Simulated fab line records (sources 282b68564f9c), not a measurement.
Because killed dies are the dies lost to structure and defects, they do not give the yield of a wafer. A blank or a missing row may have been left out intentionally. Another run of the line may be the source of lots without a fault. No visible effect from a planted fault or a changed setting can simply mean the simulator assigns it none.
Which tool is to blame?	flow rit cmos	14 lots, 42 wafers sampled, at 4 steps of a route of 202

== WHAT EACH GAUGE READ, for each wafer ==
RIT_M1_THK_MEAS_02: measures by xrf.
lot	measured	on	M1_AL_THK (nm)
L165	day 3 16:37	film metro-01	404 414 410
L166	day 3 20:47	film metro-01	410 407 411
L167	day 4 01:50	film metro-01	411 408 413
L168	day 4 08:08	film metro-01	411 409 407
L169	day 4 14:44	film metro-02	401 405 405
L170	day 4 17:25	film metro-01	405 411 403
L171	day 4 21:13	film metro-02	407 406 401
L172	day 5 04:19	film metro-02	396 395 399
L173	day 5 05:23	film metro-01	407 408 406
L178	day 6 03:46	film metro-02	407 405 408
L180	day 6 16:16	film metro-01	410 407 405
L184	day 7 06:50	film metro-02	399 397 399
L185	day 7 13:52	film metro-01	403 404 408
L186	day 7 20:55	film metro-01	404 396 401

RIT_M1_OVL_MEAS_10.
lot	measured	on	M1_OVL (nm)
L165	day 3 17:41	overlay-02	0.3 0.7 -0.3
L166	day 3 21:51	overlay-01	1.6 2.2 0.7
L167	day 4 02:54	overlay-02	-0.1 0.3 -0.5
L168	day 4 09:37	overlay-02	1.4 0.2 1.7
L169	day 4 15:58	overlay-01	-1.5 -0.9 0.4
L170	day 4 18:33	overlay-01	1.9 1.7 1.5
L171	day 4 22:26	overlay-02	1.0 -0.1 0.4
L172	day 5 05:29	overlay-01	0.9 -0.3 1.8
L173	day 5 06:29	overlay-01	-0.4 -1.0 0.3
L178	day 6 04:56	overlay-01	-4.7 -0.3 -3.6
L180	day 6 17:19	overlay-01	-1.0 -0.4 -0.9
L184	day 7 07:54	overlay-01	1.2 -0.3 -0.4
L185	day 7 14:55	overlay-02	-1.0 -0.9 0.3
L186	day 7 22:32	overlay-02	0.1 0.1 0.7

== WHAT TOOL EACH LOT RAN ON (gives the tool, then ch and the chambers of the sampled wafers, and finally the start) ==
lot	RIT_PSD_HARDBAKE_07	RIT_SDANNEAL_RTA_03
L165	litho track-01 ch 0, day 3 11:28	rtp anneal-01 ch 0, day 3 12:43
L166	litho track-02 ch 0, day 3 15:58	rtp anneal-02 ch 0, day 3 17:02
L167	litho track-02 ch 0, day 3 21:12	rtp anneal-01 ch 0, day 3 22:08
L168	litho track-02 ch 0, day 4 03:20	rtp anneal-02 ch 0, day 4 04:13
L169	litho track-01 ch 0, day 4 10:01	rtp anneal-01 ch 0, day 4 10:55
L170	litho track-02 ch 0, day 4 12:27	rtp anneal-02 ch 0, day 4 13:18
L171	litho track-01 ch 0, day 4 16:27	rtp anneal-01 ch 0, day 4 17:21
L172	litho track-01 ch 0, day 4 23:45	rtp anneal-02 ch 0, day 5 00:37
L173	litho track-01 ch 0, day 5 00:46	rtp anneal-01 ch 0, day 5 01:38
L178	litho track-04 ch 0, day 5 23:05	rtp anneal-02 ch 0, day 5 23:58
L180	litho track-01 ch 0, day 6 11:33	rtp anneal-02 ch 0, day 6 12:29
L184	litho track-04 ch 0, day 7 02:12	rtp anneal-02 ch 0, day 7 03:06
L185	litho track-02 ch 0, day 7 09:01	rtp anneal-01 ch 0, day 7 09:55
L186	litho track-02 ch 0, day 7 16:09	rtp anneal-02 ch 0, day 7 17:03
- RIT_PSD_HARDBAKE_07: time 60 s.
- RIT_SDANNEAL_RTA_03: time 5 s.

== WHAT THE TOOLS THEMSELVES READ (means of the sampled wafers that have a number; where no wafer has one, the mark that the record gives instead) ==
RIT_PSD_HARDBAKE_07.
lot	tool	heater power total W (W)	plate temp C (C)
L165	litho track-01	62.54	140.09
L166	litho track-02	62.60	140.11
L167	litho track-02	62.51	140.06
L168	litho track-02	62.60	140.06
L169	litho track-01	62.55	139.90
L170	litho track-02	62.51	139.96
L171	litho track-01	62.53	139.99
L172	litho track-01	62.52	140.03
L173	litho track-01	61.19	137.52
L178	litho track-04	62.53	140.20
L180	litho track-01	61.16	137.64
L184	litho track-04	62.54	139.92
L185	litho track-02	62.54	140.00
L186	litho track-02	62.54	139.86

RIT_SDANNEAL_RTA_03.
lot	tool	anneal temp c max	ramp up c per s	wafer_temp_C_max
L165	rtp anneal-01	1053.6	342.04	1053.4
L166	rtp anneal-02	1054.8	342.01	1052.1
L167	rtp anneal-01	1054.2	342.00	1052.8
L168	rtp anneal-02	1054.5	341.93	1052.6
L169	rtp anneal-01	1053.8	342.03	1053.2
L170	rtp anneal-02	1055.1	342.01	1052.6
L171	rtp anneal-01	1055.1	342.01	1053.4
L172	rtp anneal-02	1055.0	341.98	1052.2
L173	rtp anneal-01	1053.9	341.94	1052.3
L178	rtp anneal-02	1055.0	341.97	1054.0
L180	rtp anneal-02	1055.1	341.97	1053.2
L184	rtp anneal-02	1054.1	341.98	1054.3
L185	rtp anneal-01	1054.1	342.03	1054.2
L186	rtp anneal-02	1055.6	342.00	1055.2

== THE ANSWER, worked out from the rows above alone ==
Rule: the lots themselves supply what counts as usual. The widest of any qualifying gaps counts: lots, ordered by their means at a reading, are off when they make up no more than a third of the lots, leave a main group of 4 or more, and stand apart from it by 3 or more times the standard deviation of that group's means. If all means in a main group match to the digits the tables above print for the reading, that group is not used. Also off: a lot with no number at a reading for which 4 or more lots have one. All remaining lots with rows at the step are treated as sound. After the gauges, taken in route order, come the tools' own readings; for these a lot's mean is taken, as printed above. The first step at which some lot is off is used, and at that step the reading that is off furthest; a lot without a number counts as furthest.
Off at RIT_PSD_HARDBAKE_07 (heater power total W): L173, L180. The main group has a mean of 62.54 W with a standard deviation of 0.028.
A tool fits if, at that step or a process step before it, it ran every lot that is off, and no sound lot after the first of them. One fits: RIT_PSD_HARDBAKE_07 on litho track-01. A fault onset in the window from L172 (day 4 23:45, its last sound lot) to L173 (day 5 00:46, its first lot off) fits.
The tool's own readings at RIT_PSD_HARDBAKE_07 bear it out: on the lots that are off they differ by more than 5 times the standard deviation of the sound lots' means. heater power total W reads 61.17 W there against 62.54 W on the sound lots; plate temp C reads 137.58 C there against 140.02 C on the sound lots.

== WHAT THE SIMULATOR HAD PUT IN ==
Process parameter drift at RIT_PSD_HARDBAKE_07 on litho track-01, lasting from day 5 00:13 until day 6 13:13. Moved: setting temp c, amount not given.
Struck lots among those shown: L173, L180. The same result came from the rule above.
